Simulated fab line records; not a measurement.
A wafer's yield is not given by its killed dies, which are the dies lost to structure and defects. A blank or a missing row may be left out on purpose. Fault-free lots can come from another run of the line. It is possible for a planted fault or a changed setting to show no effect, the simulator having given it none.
fab line records | flow berkeley-cmos170
record lots=13 | wafers=39 | last-day=13
route steps=331 shown NLDD@166
lots that met no fault: taken from a fault-free run of the same line
start-h: hours from the record's opening day to when the first of the lot's shown wafers began | wait-h: hours from the lot's prior step to this one | " same as the row above | L1.1+2: one row covering several wafers at once | - no value, or no start given | * or withheld: withheld | < > ~ a bound
route shown NAME@n: a module of which the file shows steps, and the number in the route of the first | usual: mean/standard deviation taken from wafers without a fault | same: alike in all rows | chamber/n: place in a boat | sites: readings site by site | _std_site: the values' standard deviation | _edge_site: the outer-site mean with the inner-site mean subtracted | radius-mm: how far each site lies from the wafer's centre | mask NAME#n: copy n | behind: the tool/chamber that last shaped the wafer | hold: why the lot went on hold/how many hours it stayed there/how the hold came to an end | device: whichever transistor did not switch (one of n, p or np) | end of line: tests run on the same wafers once the route is complete | step lacking rows: just its recipe | killed: count of dies lost to structure and defects at first sort (not the wafer's yield) | map: a wafer's dies, x killed, . not, _ none there
set.NAME: the run value of the setting; set.NAME@STEP: its run value at that earlier step | model.NAME: the simulator's own value behind a step, which no gauge read
route steps across a sampled set of lots; one table per step, one row per wafer
services: the hour from which a tool's chamber was out of use, counted from the record's first day as start-h (under 0 if before that day), plus the number of hours and why
## steps
# step UCB170_NLDD_IMPLANT_08
# recipe species=As | dose-cm2=5e+13 | energy-kev=30 | tilt-deg=7 | rotation-deg=0
# usual dose-ions-cm2=4.999e+13/4.7e+10 | end-station-pressure-torr=5.1e-06/2.9e-07 | faraday-current-uA=158/3.2 | tilt-deg=7.001/0.019
lot.wafer | tool         | chamber | start-h | wait-h | dose-ions-cm2 | end-station-pressure-torr | faraday-current-uA | tilt-deg
L113.3    | implanter-04 | 0       | 149.17  | 0.1    | 4.998e+13     | 5.16e-06                  | 156                | 7.005
L113.5    | "            | 0       | "       | "      | 4.993e+13     | 4.62e-06                  | 154                | 7.001
L113.6    | "            | 0       | "       | "      | 4.999e+13     | 5.74e-06                  | 169                | 7.025
L114.1    | implanter-03 | 0       | 149.85  | 0.0    | 5.008e+13     | 4.94e-06                  | 154                | 6.991
L114.5    | "            | 0       | "       | "      | 4.999e+13     | 4.68e-06                  | 157                | 6.951
L114.6    | "            | 0       | "       | "      | 5.001e+13     | 4.78e-06                  | 159                | 6.980
L117.1    | implanter-04 | 0       | 158.24  | 0.0    | 5.004e+13     | 4.59e-06                  | 162                | 7.025
L117.2    | "            | 0       | "       | "      | 5.015e+13     | 4.92e-06                  | 152                | 7.000
L117.4    | "            | 0       | "       | "      | 5.003e+13     | 4.64e-06                  | 161                | 7.012
L115.1    | implanter-04 | 0       | 159.12  | 0.0    | 4.996e+13     | 5.5e-06                   | 159                | 6.993
L115.3    | "            | 0       | "       | "      | 5.004e+13     | 5.02e-06                  | 159                | 6.979
L115.6    | "            | 0       | "       | "      | 4.988e+13     | 4.91e-06                  | 155                | 6.998
L116.2    | implanter-04 | 0       | 159.45  | 0.1    | 5e+13         | 4.41e-06                  | 158                | 7.029
L116.5    | "            | 0       | "       | "      | 5.003e+13     | 4.82e-06                  | 162                | 7.033
L116.6    | "            | 0       | "       | "      | 5.001e+13     | 5.54e-06                  | 156                | 7.013
L120.3    | implanter-01 | 0       | 179.96  | 0.1    | 4.993e+13     | 5.56e-06                  | 162                | 7.001
L120.4    | "            | 0       | "       | "      | 4.997e+13     | 4.99e-06                  | 162                | 7.011
L120.6    | "            | 0       | "       | "      | 4.995e+13     | 4.83e-06                  | 157                | 6.996
L119.1    | implanter-01 | 0       | 180.62  | 0.0    | 4.994e+13     | 5.07e-06                  | 160                | 6.968
L119.2    | "            | 0       | "       | "      | 4.999e+13     | 5.19e-06                  | 164                | 7.003
L119.6    | "            | 0       | "       | "      | 4.993e+13     | 5.38e-06                  | 156                | 7.024
L126.1    | implanter-04 | 0       | 223.56  | 0.0    | 3.899e+13     | 4.84e-06                  | 127                | 7.018
L126.2    | "            | 0       | "       | "      | 3.898e+13     | 5.3e-06                   | 124                | 7.006
L126.6    | "            | 0       | "       | "      | 3.902e+13     | 4.88e-06                  | 120                | 7.033
L127.3    | implanter-01 | 0       | 224.13  | 0.1    | 4.997e+13     | 5.35e-06                  | 161                | 7.002
L127.5    | "            | 0       | "       | "      | 4.997e+13     | 5.21e-06                  | 162                | 7.000
L127.6    | "            | 0       | "       | "      | 4.993e+13     | 5.29e-06                  | 156                | 6.997
L125.2    | implanter-04 | 0       | 224.34  | 0.0    | 3.903e+13     | 4.73e-06                  | 126                | 6.988
L125.4    | "            | 0       | "       | "      | 3.902e+13     | 5.66e-06                  | 122                | 7.003
L125.5    | "            | 0       | "       | "      | 3.898e+13     | 5.23e-06                  | 122                | 7.008
L129.2    | implanter-01 | 0       | 242.24  | 0.0    | 4.996e+13     | 4.75e-06                  | 161                | 7.005
L129.3    | "            | 0       | "       | "      | 5.009e+13     | 5.47e-06                  | 160                | 6.972
L129.6    | "            | 0       | "       | "      | 4.994e+13     | 4.41e-06                  | 157                | 7.005
L134.3    | implanter-01 | 0       | 254.31  | 0.1    | 5.008e+13     | 4.9e-06                   | 157                | 6.989
L134.4    | "            | 0       | "       | "      | 5e+13         | 4.59e-06                  | 158                | 6.961
L134.6    | "            | 0       | "       | "      | 5.003e+13     | 5.21e-06                  | 155                | 6.988
L135.1    | implanter-03 | 0       | 268.85  | 0.0    | 5.001e+13     | 4.36e-06                  | 156                | 6.979
L135.3    | "            | 0       | "       | "      | 5.003e+13     | 5.05e-06                  | 158                | 6.996
L135.4    | "            | 0       | "       | "      | 5.003e+13     | 5.38e-06                  | 160                | 6.983
# step UCB170_NLDD_TW_MEAS_11
# usual NLDD_TW=2192/18
lot.wafer | tool          | chamber | start-h | wait-h | NLDD_TW
L113.3    | film-metro-01 | -       | 149.54  | 0.1    | 2173
L113.5    | "             | -       | "       | "      | 2187
L113.6    | "             | -       | "       | "      | 2180
L114.1    | film-metro-01 | -       | 150.25  | 0.1    | 2181
L114.5    | "             | -       | "       | "      | 2189
L114.6    | "             | -       | "       | "      | 2174
L117.1    | film-metro-01 | -       | 158.64  | 0.1    | 2180
L117.2    | "             | -       | "       | "      | 2202
L117.4    | "             | -       | "       | "      | 2181
L115.1    | film-metro-03 | -       | 159.52  | 0.1    | 2199
L115.3    | "             | -       | "       | "      | 2199
L115.6    | "             | -       | "       | "      | 2178
L116.2    | film-metro-01 | -       | 159.83  | 0.1    | 2196
L116.5    | "             | -       | "       | "      | 2181
L116.6    | "             | -       | "       | "      | 2185
L120.3    | film-metro-01 | -       | 180.33  | 0.1    | 2185
L120.4    | "             | -       | "       | "      | 2169
L120.6    | "             | -       | "       | "      | 2181
L119.1    | film-metro-03 | -       | 181.02  | 0.1    | 2195
L119.2    | "             | -       | "       | "      | 2191
L119.6    | "             | -       | "       | "      | 2199
L126.1    | film-metro-02 | -       | 223.96  | 0.1    | 2157
L126.2    | "             | -       | "       | "      | 2155
L126.6    | "             | -       | "       | "      | 2160
L127.3    | film-metro-03 | -       | 224.50  | 0.1    | 2199
L127.5    | "             | -       | "       | "      | 2194
L127.6    | "             | -       | "       | "      | 2186
L125.2    | film-metro-03 | -       | 224.73  | 0.1    | 2138
L125.4    | "             | -       | "       | "      | 2123
L125.5    | "             | -       | "       | "      | 2114
L129.2    | film-metro-03 | -       | 242.62  | 0.1    | 2205
L129.3    | "             | -       | "       | "      | 2196
L129.6    | "             | -       | "       | "      | 2195
L134.3    | film-metro-03 | -       | 254.68  | 0.1    | 2205
L134.4    | "             | -       | "       | "      | 2202
L134.6    | "             | -       | "       | "      | 2204
L135.1    | film-metro-01 | -       | 272.00  | 0.1    | 2183
L135.3    | "             | -       | "       | "      | 2187
L135.4    | "             | -       | "       | "      | 2188
# step UCB170_SDANNEAL_RS_MEAS_05
# recipe thk-meas-gauge=four-point-probe
# usual NLDD_RS=616.3/1.2
lot.wafer | tool          | chamber | start-h | wait-h | NLDD_RS[ohm/sq]
L113.3    | film-metro-02 | -       | 162.23  | 0.1    | 616.9
L113.5    | "             | -       | "       | "      | 616.9
L113.6    | "             | -       | "       | "      | 617.8
L114.1    | film-metro-01 | -       | 162.26  | 0.1    | 616.1
L114.5    | "             | -       | "       | "      | 617.7
L114.6    | "             | -       | "       | "      | 617.5
L117.1    | film-metro-03 | -       | 169.79  | 0.1    | 617.8
L117.2    | "             | -       | "       | "      | 616.4
L117.4    | "             | -       | "       | "      | 617.6
L116.2    | film-metro-02 | -       | 169.98  | 0.1    | 614.8
L116.5    | "             | -       | "       | "      | 615.2
L116.6    | "             | -       | "       | "      | 614.8
L115.1    | film-metro-01 | -       | 170.19  | 0.1    | 617.0
L115.3    | "             | -       | "       | "      | 616.4
L115.6    | "             | -       | "       | "      | 615.9
L120.3    | film-metro-02 | -       | 194.28  | 0.1    | 616.7
L120.4    | "             | -       | "       | "      | 615.4
L120.6    | "             | -       | "       | "      | 613.8
L119.1    | film-metro-01 | -       | 194.80  | 0.1    | 615.6
L119.2    | "             | -       | "       | "      | 616.5
L119.6    | "             | -       | "       | "      | 617.6
L126.1    | film-metro-03 | -       | 235.18  | 0.1    | 666.1
L126.2    | "             | -       | "       | "      | 667.6
L126.6    | "             | -       | "       | "      | 666.3
L127.3    | film-metro-02 | -       | 235.60  | 0.1    | 616.2
L127.5    | "             | -       | "       | "      | 617.0
L127.6    | "             | -       | "       | "      | 618.3
L125.2    | film-metro-03 | -       | 235.77  | 0.1    | 666.1
L125.4    | "             | -       | "       | "      | 667.7
L125.5    | "             | -       | "       | "      | 667.3
L129.2    | film-metro-01 | -       | 255.61  | 0.1    | 616.1
L129.3    | "             | -       | "       | "      | 615.3
L129.6    | "             | -       | "       | "      | 616.6
L134.3    | film-metro-02 | -       | 264.69  | 0.1    | 614.7
L134.4    | "             | -       | "       | "      | 616.4
L134.6    | "             | -       | "       | "      | 617.5
L135.1    | film-metro-02 | -       | 294.69  | 0.1    | 616.1
L135.3    | "             | -       | "       | "      | 615.9
L135.4    | "             | -       | "       | "      | 615.7
## services
tool         | chamber | start-h | hours | kind
implanter-01 | -       | 156.22  | 7.1   | repair
implanter-03 | -       | 156.39  | 106.7 | pm
## key
first-sign step=UCB170_NLDD_IMPLANT_08 | reading=dose-ions-cm2 | direction=down | sigmas=99+ | usual=4.999e+13 | struck=3.901e+13
effect step=UCB170_NLDD_IMPLANT_08 | reading=faraday-current-uA | direction=down | sigmas=11 | usual=158 | struck=123
effect step=UCB170_NLDD_TW_MEAS_11 | reading=NLDD_TW | direction=down | sigmas=2.9 | usual=2192 | struck=2141
effect step=UCB170_SDANNEAL_RS_MEAS_05 | reading=NLDD_RS | direction=up | sigmas=41 | usual=616.3 | struck=666.9
met-at UCB170_NLDD_IMPLANT_08
struck-lots L125,L126
tester-left-out L125,L126
onset-between 159.45 223.56
fault kind=process-parameter-drift | tool=implanter-04 | chamber=- | onset-h=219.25 | steps=UCB170_NLDD_IMPLANT_08 | channel=dose-cm2 | offset=-1.1e+13 | shape=step | end-h=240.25 | acts-in=these-recipes-only | stated=5e+13
# tester-left-out: of these lots the tester's yield and bins aren't shown, on N5 and GAA mostly nor the transistor test; their killed dies are dies lost to structure and defects alone, not to doping, threshold or leakage, so they don't give the yield
